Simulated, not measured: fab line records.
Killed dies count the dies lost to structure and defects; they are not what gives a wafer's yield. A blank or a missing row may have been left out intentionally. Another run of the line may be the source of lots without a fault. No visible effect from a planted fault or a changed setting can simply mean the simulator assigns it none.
Split-lot experiment    flow rit-cmos    23 wafers read across 5 lots, on a route 202 steps long

## ON THE SPLIT
At RIT_NRETRO_IMPLANT_08, the setting energy-kev was moved away from the recipe's 70 on 10 of the 23 wafers read, by -5.8% to +5.3%. All remaining wafers had this setting at the recipe value.

The reading comes from the split's own step.

## THE READING
In nm, at RIT_NRETRO_IMPLANT_08: implant.drp-nm, which is the simulator's own figure and was read by no gauge. There is no usual value for it anywhere in the file.

wafer   tool, chamber at the split  energy-kev as run  against the recipe  implant.drp-nm, nm  against lot-mates on the recipe
L076.1  implanter-01, 0             67.96              -2.9%               33.1                -0.84
L076.4  implanter-01, 0             67.96              -2.9%               33.1                -0.84
L076.5  implanter-01, 0             67.96              -2.9%               33.1                -0.84
L076.3  implanter-01, 0             70                 recipe              33.94               -
L076.6  implanter-01, 0             70                 recipe              33.94               -
L077.1  implanter-01, 0             70                 recipe              33.94               -
L077.3  implanter-01, 0             70                 recipe              33.94               -
L077.4  implanter-01, 0             65.91              -5.8%               32.24               -1.70
L077.5  implanter-01, 0             65.91              -5.8%               32.24               -1.70
L077.6  implanter-01, 0             65.91              -5.8%               32.24               -1.70
L082.1  implanter-04, 0             70                 recipe              33.94               -
L082.4  implanter-04, 0             70                 recipe              33.94               -
L082.6  implanter-04, 0             70                 recipe              33.94               -
L082.3  implanter-04, 0             72.14              +3.1%               34.81               +0.87
L082.5  implanter-04, 0             72.14              +3.1%               34.81               +0.87
L083.1  implanter-04, 0             70                 recipe              33.94               -
L083.4  implanter-04, 0             70                 recipe              33.94               -
L083.6  implanter-04, 0             70                 recipe              33.94               -
L083.2  implanter-04, 0             73.71              +5.3%               35.44               +1.50
L083.5  implanter-04, 0             73.71              +5.3%               35.44               +1.50
L085.1  implanter-01, 0             70                 recipe              33.94               -
L085.2  implanter-01, 0             70                 recipe              33.94               -
L085.3  implanter-01, 0             70                 recipe              33.94               -

FIT RESULTS
A straight line over all 23 wafers: implant.drp-nm changes by +0.288 nm for each +1% of energy-kev; r = +1.00; the points scatter about the line by 0.0092 nm.
The same after taking each lot's own level away (the mean of its wafers on the recipe; 23 wafers): +0.288 nm for each +1%; r = +1.00; scatter 0.0092 nm.
The reading moves by 1.7 nm for the largest change in energy-kev, on that fit.
The lots' own levels span 33.940 to 33.940 nm.
Consequently the slope shifts little with the lot-to-lot level, the two slopes agreeing.
Check: with one of the wafers moved furthest among these (-5.8%) left out of the fit, the line predicts -1.68 nm for it against its lot-mates. It came out at -1.7 nm against them.

## FURTHER SPLITS ON THESE WAFERS
Other splits were also applied to these wafers ahead of the reading. Each is held against what the fit with the lots' levels taken away leaves over:
other split on the same wafers       wafers away from the commonest value  r with implant.drp-nm (lot level and that fit taken away)
RIT_ACTIVE_OXIDATION_01 temp-c       15                                    +0.39
RIT_ACTIVE_EXPOSE_08 dose-mj         11                                    +0.14
RIT_FOX2_CLEAN_02 time-s             10                                    -0.31
RIT_NWELL_COAT_01 spin-rpm           5                                     -0.01
RIT_NWELL_DEVELOP_05 develop-time-s  7                                     -0.04
RIT_PWELL_IMPLANT_08 energy-kev      11                                    -0.01
RIT_NRETRO_SOFTBAKE_02 temp-c        8                                     +0.18

## THE WHOLE CHAIN: every reading that the file lists as answering this split, in the file's order
step                   what it does  reading                                                          change (the file's fit)                r (the file's)
RIT_NRETRO_IMPLANT_08                implant.rp-nm (the simulator's own value, which no gauge read)   +0.859 nm for each +1% of the setting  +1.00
RIT_NRETRO_IMPLANT_08                implant.drp-nm (the simulator's own value, which no gauge read)  +0.288 nm for each +1% of the setting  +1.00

## FILE'S OWN FIT
implant.drp-nm changes by +0.288 nm for each +1% of energy-kev, r = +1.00.
